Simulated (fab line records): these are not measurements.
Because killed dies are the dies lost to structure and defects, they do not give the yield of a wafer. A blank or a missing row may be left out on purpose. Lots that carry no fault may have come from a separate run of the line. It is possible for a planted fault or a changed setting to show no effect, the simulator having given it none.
Problem report in the 8D (eight disciplines) form, filled by code || flow berkeley_cmos170 || the parts of the form that need people (team, actions taken, sign-off) are left out

== 1. THE ISSUE ==
cd_nm at UCB170_M1_CD_MEAS_90 reads a mean of 689.0 nm on 5 wafers of 2 lots; wafers without a fault read 700.6 nm with a standard deviation of 2. Measured from the usual mean, that is -5.8 standard deviations.
The step: target cd 700 nm.
First seen on wafer L570.3, day 10 16:55, on cd_sem-02. At this step, 41 wafers from 14 lots have a number in the record. Rule for "out", or "out of limits": more than 4 standard deviations from the usual mean. Any other wafer with a number is counted as sound.

== 2. WHAT IT IS, AND WHAT IT ISN'T ==
{"question": "which readings at this step", "is": "cd_nm", "is not": "-"}
{"question": "which lots", "is": "L570, L573", "is not": "L554, L555, L556, L559, L560, L561, L563, L564, L566, L571, L576, L577"}
{"question": "which wafers of those lots", "is": "all that have a number", "is not": "-"}
{"question": "read on which gauges", "is": "cd_sem-02", "is not": "cd_sem-01"}
{"question": "when", "is": "from day 10 16:55", "is not": "up to then (27 sound wafers); but 9 sound wafers of L571, L576, L577 came after"}

== 3. SUSPECTS, AND WHAT RULES EACH OUT ==
Counting: a tool at a process step up to the reading stays a suspect if it ran every lot that is out and no sound lot after the first of them.
- the gauge at UCB170_M1_CD_MEAS_90: ruled out. All the wafers that are out were read on cd_sem-02, but those of them that UCB170_M1_STRIP_13 has rows for are out there too, on other tools.
- rie_metal-02 at UCB170_M1_METAL_ETCH_12 (etches Al in Cl2/BCl3, stops on PSG, target depth 780 nm, time 130 s): kept. It processed each lot that is out, first L570 at day 10 16:41, and no sound lot thereafter; up to then, the last sound lot it processed was L566 at day 9 05:51.
- plasma_asher-01 at UCB170_M1_STRIP_13 (strips in O2): ruled out as a lasting fault. After its first lot that is out, L570 (day 10 16:49), sound lots L577 ran on it.
After counting, what remains is rie_metal-02 at UCB170_M1_METAL_ETCH_12.

== 4. THE CAUSE (what the simulator had put in) ==
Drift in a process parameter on rie_metal-02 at UCB170_M1_METAL_ETCH_12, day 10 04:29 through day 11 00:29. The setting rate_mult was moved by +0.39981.
After counting, this tool was the only one left.

== 5. THE CHAIN OF EFFECTS, in route order ==
Each row: a reading where the mean over the struck wafers with a number is more than 3 standard deviations away from the usual. Only readings whose record carries a usual standard deviation are examined. hours: median over the lots of the time between each lot's start at the first step of this table that gives one and its start at this step. sigmas: the change, counted in usual standard deviations.
{"hours": 0, "step": "UCB170_M1_STRIP_13", "reading": "oes_product_au", "usual": "0.720 a.u.", "on struck wafers": 0.592, "change": -0.128, "sigmas": -26}
{"hours": 0, "step": "UCB170_M1_CD_MEAS_90", "reading": "cd_nm", "usual": "700.6 nm", "on struck wafers": 689.0, "change": -11.6, "sigmas": -5.8}
Its process steps:
- UCB170_M1_STRIP_13: strips in O2.
Later measuring or inspecting steps at which every struck wafer that the step has a row for has a number for every such reading, and none has moved that far: UCB170_M2_RS_MEAS_02.

== 6. HOW IT WOULD HAVE BEEN CAUGHT EARLIER ==
Counted from the fault's start at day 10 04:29, it took 12 hours until the first out-of-limits reading at a measuring or inspecting step in this record, taken at day 10 16:55.
Tool readings at UCB170_M1_METAL_ETCH_12 with a usual standard deviation given in the record: none out on any struck wafer, hence no alarm at a limit of 4 standard deviations on them.
Among the 2 lots that are out, L573 began UCB170_M1_METAL_ETCH_12 on rie_metal-02 after day 10 16:55. A tool hold placed at that time would have kept it from harm.
